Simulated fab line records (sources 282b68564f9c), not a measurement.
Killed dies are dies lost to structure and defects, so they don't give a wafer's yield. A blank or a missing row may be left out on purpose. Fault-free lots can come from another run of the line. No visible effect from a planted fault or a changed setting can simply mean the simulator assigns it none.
The tool behind it: which one? ; flow rit-cmos ; 12 lots with 36 wafers sampled at 5 steps, on a route of 202 steps

== WHAT THE GAUGES READ, wafer by wafer ==
RIT_ACTIVE_THK_MEAS_02. Usual: ACTIVE_OXIDE_THK gives 46.3 nm (standard deviation 0.83).
lot;measured;on;ACTIVE_OXIDE_THK (nm);flag
L686;day 1 12:03;film-metro-01;46.6 47.3 46.5;
L687;day 1 18:37;film-metro-02;47.2 46.9 47.3;
L688;day 1 23:07;film-metro-02;47.4 47.0 47.3;
L689;day 2 03:05;film-metro-01;46.2 45.1 45.9;
L697;day 3 19:08;film-metro-01;50.7 51.7 51.2;OFF
L698;day 4 03:46;film-metro-04;52.4 51.5 51.4;OFF
L701;day 4 15:55;film-metro-02;46.8 46.2 46.2;
L702;day 5 00:16;film-metro-02;47.0 46.6 46.8;
L703;day 5 03:31;film-metro-02;46.1 46.4 46.0;
L704;day 5 08:21;film-metro-02;47.1 46.8 47.5;
L705;day 5 15:22;film-metro-04;45.4 46.8 46.3;
L709;day 6 07:11;film-metro-01;46.3 45.4 45.9;

RIT_NRETRO_OVL_MEAS_06. Usual: NRETRO_OVL gives 0.2 nm (standard deviation 1.2).
lot;measured;on;NRETRO_OVL (nm);flag
L686;day 2 07:32;overlay-01;0.7 -1.8 0.1;
L687;day 2 12:38;overlay-02;2.0 2.4 2.2;
L688;day 2 17:51;overlay-02;-0.6 -0.4 0.4;
L689;day 2 22:49;overlay-01;0.5 -1.7 0.3;
L697;day 4 18:52;overlay-02;0.6 -0.7 1.2;
L698;day 5 01:22;overlay-01;0.2 0.2 0.9;
L701;day 5 20:27;overlay-02;-1.6 -1.7 -1.3;
L702;day 6 03:28;overlay-01;1.3 -0.1 1.4;
L703;day 6 03:43;overlay-01;-0.1 -1.1 0.0;
L704;day 6 14:22;overlay-02;0.6 -0.2 0.3;
L705;day 6 18:03;overlay-01;0.1 0.9 1.7;
L709;day 7 04:04;overlay-02;0.3 1.2 -0.3;

RIT_REOX_THK_MEAS_04. Usual: REOX_OXIDE_THK gives 24.9 nm (standard deviation 0.43).
lot;measured;on;REOX_OXIDE_THK (nm);flag
L686;day 2 18:58;film-metro-03;24.8 24.9 24.9;
L687;day 3 01:48;film-metro-01;25.2 25.0 24.8;
L688;day 3 07:49;film-metro-03;24.9 25.1 25.0;
L689;day 3 10:23;film-metro-01;25.2 25.3 25.0;
L697;day 5 14:07;film-metro-01;25.1 25.0 24.9;
L698;day 6 01:03;film-metro-04;25.1 24.9 25.2;
L701;day 6 11:11;film-metro-04;24.7 24.5 25.4;
L702;day 6 15:58;film-metro-04;24.5 24.2 24.3;
L703;day 6 15:58;film-metro-01;25.3 25.1 24.8;
L704;day 7 04:05;film-metro-04;24.8 24.5 24.8;
L705;day 7 10:38;film-metro-01;25.0 25.0 24.5;
L709;day 7 16:41;film-metro-04;25.3 25.3 25.1;

RIT_NLDD_OVL_MEAS_06. Usual: NLDD_OVL gives -0.2 nm (standard deviation 1.6).
lot;measured;on;NLDD_OVL (nm);flag
L686;day 2 20:00;overlay-02;-0.2 -2.2 -0.1;
L687;day 3 03:01;overlay-02;1.9 1.8 0.3;
L688;day 3 08:44;overlay-01;2.2 2.8 2.2;
L689;day 3 11:25;overlay-01;-1.4 -1.0 -2.5;
L697;day 5 15:02;overlay-02;-1.0 -1.9 -1.8;
L698;day 6 01:58;overlay-01;-0.3 -1.1 -2.4;
L701;day 6 12:05;overlay-02;0.1 -1.8 -1.5;
L702;day 6 17:14;overlay-02;-1.9 -3.0 -1.6;
L703;day 6 17:31;overlay-02;0.4 1.7 0.0;
L704;day 7 04:59;overlay-02;0.2 -1.3 0.9;
L705;day 7 11:41;overlay-02;-1.9 -2.7 -0.6;
L709;day 7 17:49;overlay-01;-2.2 -1.3 -1.7;

== TOOL THAT RAN EACH LOT (tool first, then ch and the chambers of the sampled wafers, then the start) ==
lot;RIT_ACTIVE_OXIDATION_01
L686;furnace-03 ch 0, day 1 10:07
L687;furnace-03 ch 0, day 1 16:41
L688;furnace-03 ch 0, day 1 21:10
L689;furnace-04 ch 0, day 2 01:07
L697;furnace-04 ch 0, day 3 17:11
L698;furnace-04 ch 0, day 4 01:50
L701;furnace-03 ch 0, day 4 13:59
L702;furnace-03 ch 0, day 4 22:20
L703;furnace-03 ch 0, day 5 01:35
L704;furnace-03 ch 0, day 5 06:23
L705;furnace-03 ch 0, day 5 13:25
L709;furnace-03 ch 0, day 6 05:15
- RIT_ACTIVE_OXIDATION_01: target thk 46.8 nm, ox time 3360 s.

== AS READ BY THE TOOLS THEMSELVES (means over the sampled wafers that have a number; for cases with no such wafer, the mark the record gives instead) ==
RIT_ACTIVE_OXIDATION_01. Usual: spike-tc-centre-C 1001.8 C, standard deviation 1.1; spike-tc-load-C 1026.2 C, standard deviation 1; spike-tc-source-C 1025.4 C, standard deviation 1.8.
lot;tool;spike-tc-centre-C (C);spike-tc-load-C (C);spike-tc-source-C (C);flag
L686;furnace-03;1000.2;1026.1;1026.4;
L687;furnace-03;1001.2;1027.0;1027.2;
L688;furnace-03;1001.3;1026.0;1026.5;
L689;furnace-04;1001.7;1025.6;1024.4;
L697;furnace-04;1014.6;1038.3;1037.7;OFF
L698;furnace-04;1016.1;1039.7;1036.6;OFF
L701;furnace-03;1001.5;1026.4;1027.6;
L702;furnace-03;1001.4;1025.8;1025.9;
L703;furnace-03;1001.3;1026.6;1026.9;
L704;furnace-03;1001.4;1026.0;1027.0;
L705;furnace-03;1001.1;1025.8;1027.1;
L709;furnace-03;1001.9;1025.1;1026.6;

== THE ANSWER, worked out from the rows above alone ==
Rule: lot off if the mean of its wafers having a number is beyond 3 standard deviations from the usual mean. A lot without any number at a reading at which 4 lots or more have one is off too. Any other lot the step has rows for is counted as sound. After the gauges, taken in route order, come the tools' own readings; for these a lot's mean is taken, as printed above. At the first step where some lot is off, the reading lying furthest off is the one used; lots without a number count as furthest.
Off: L697, L698, at RIT_ACTIVE_THK_MEAS_02 (ACTIVE_OXIDE_THK).
A tool fits if, at a process step before that reading, it ran every lot that is off, and no sound lot after the first of them. Not tried: the gauges at RIT_ACTIVE_THK_MEAS_02; whatever is off there is also off at RIT_ACTIVE_OXIDATION_01, on other tools, and gauge error can't account for it. One fits: RIT_ACTIVE_OXIDATION_01 on furnace-04. Its last sound lot is L689 (day 2 01:07), its first lot that is off L697 (day 3 17:11): a fault that began between those two fits.
The tool's own readings at RIT_ACTIVE_OXIDATION_01 bear it out: on the lots that are off they differ by more than 5 times the standard deviation of the sound lots' means. spike-tc-centre-C reads 1015.4 C there against 1001.3 C on the sound lots; spike-tc-load-C reads 1039.0 C there against 1026.0 C on the sound lots; spike-tc-source-C reads 1037.2 C there against 1026.6 C on the sound lots.

== WHAT THE SIMULATOR PUT IN ==
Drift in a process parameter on furnace-04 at RIT_ACTIVE_OXIDATION_01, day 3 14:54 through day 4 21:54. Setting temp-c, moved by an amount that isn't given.
Shown lots that were struck: L697, L698. This agrees with what the rule above found.
